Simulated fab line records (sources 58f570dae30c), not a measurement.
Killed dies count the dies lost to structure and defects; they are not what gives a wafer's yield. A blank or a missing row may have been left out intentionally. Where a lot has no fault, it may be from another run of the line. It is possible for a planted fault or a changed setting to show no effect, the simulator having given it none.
Struck lot and sound lot, side by side    flow berkeley-cmos170    16 out of 331 route steps
Sound: these wafers, L418.4, L418.5, L418.6. Wafers struck: L425.4, L425.5, L425.6. At the end, the cause is stated.
Per side, at each step with rows, come the tool, then ch with its chambers, and then its first start. Under that, the readings that differ: sound wafers    struck wafers    difference of the means    sigmas: that difference in standard deviations of wafers without a fault.
alike: readings whose means differ by less than 2 such deviations, and words and numbers that are the same on both sides. not compared: withheld readings, readings that some wafer has no value for, bounds like >300 that may hide the same value, and numbers for which the record gives no deviation and whose values overlap.
Wherever a step has rows on one side only, a row that says differs or no value, or a row with sigmas, the two part there. Non-overlapping numbers with no deviation appear without sigmas and do not part them. A reading that every wafer of one side lacks parts them only if that side has two wafers or more.

UCB170_NWELL_THK_MEAS_02:
  struck on film-metro-02, day 4 07:55; sound on film-metro-03, day 2 16:22
  alike: NWELL_OXIDE_THK
then, 2 steps without rows for these wafers: UCB170_NWELL_ANNEAL_03 (time 900 s); UCB170_NWELL_CVD_04 (deposits Si3N4 from SiH2Cl2/NH3, target thk 224 nm, time 3360 s).
UCB170_NWELL_THK_MEAS_05:
  struck on film-metro-03, day 4 16:55; sound on film-metro-02, day 2 21:41
  alike: NWELL_NITRIDE_THK
then, 6 steps without rows for these wafers: UCB170_NWELL_HMDS_06 (prime time 60 s); UCB170_NWELL_COAT_07 (resist thk 900 nm); UCB170_NWELL_SOFTBAKE_08 (time 60 s); UCB170_NWELL_EXPOSE_09 (exposes mask NWELL, target cd 3000 nm); UCB170_NWELL_PEB_10; UCB170_NWELL_DEVELOP_11 (develop time 45 s).
UCB170_NWELL_OVL_MEAS_12:
  struck on overlay-02, day 4 18:17; sound on overlay-02, day 2 22:42
  alike: NWELL_OVL
UCB170_NWELL_ETCH_13: etches Si3N4 in CH3F/Ar/O2, stops on SiO2, target depth 246.4 nm, time 154 s.
  sound on rie-diel-04 ch 0,1, day 2 22:43; struck on rie-diel-03 ch 0,3, day 4 18:19
  alike: O2_flow_sccm, drypump-motor-current-A, oes-product-au, throttle-valve-pct
  not compared: rf-hours-counter-h
UCB170_NWELL_IMPLANT_14:
  sound on implanter-03 ch 0, day 2 22:53; struck on implanter-02 ch 0, day 4 18:29
reading                    sound              struck             difference  sigmas
implant-ion-amu            31 31 31           11 11 11           -20         
model.implant.rp-nm (nm)   187.4 187.4 187.4  430.3 430.3 430.3  +242.9      
model.implant.drp-nm (nm)  62.72 62.72 62.72  97.97 97.97 97.97  +35.25      
  alike: end-station-pressure-torr, tilt-deg
UCB170_NWELL_STRIP_15: strips in O2.
  sound on plasma-asher-04 ch 0,1, day 2 23:00; struck on plasma-asher-03 ch 0,1, day 4 18:35
  alike: drypump-motor-current-A, oes-product-au, strip-time-to-endpoint-s
  not compared: rf-hours-counter-h
UCB170_NWELL_TW_MEAS_16:
  struck on film-metro-03, day 4 18:41; sound on film-metro-01, day 2 23:06
reading   sound           struck       difference  sigmas
NWELL_TW  1250 1254 1266  515 516 516  -741        -57
then, 1 step without rows for these wafers: UCB170_NWELL_CLEAN_17 (cleans in SPM, time 600 s).

## WHERE THEY PART
Only at UCB170_NWELL_TW_MEAS_16, as far as this record shows.

WHY: what had been put in by the simulator
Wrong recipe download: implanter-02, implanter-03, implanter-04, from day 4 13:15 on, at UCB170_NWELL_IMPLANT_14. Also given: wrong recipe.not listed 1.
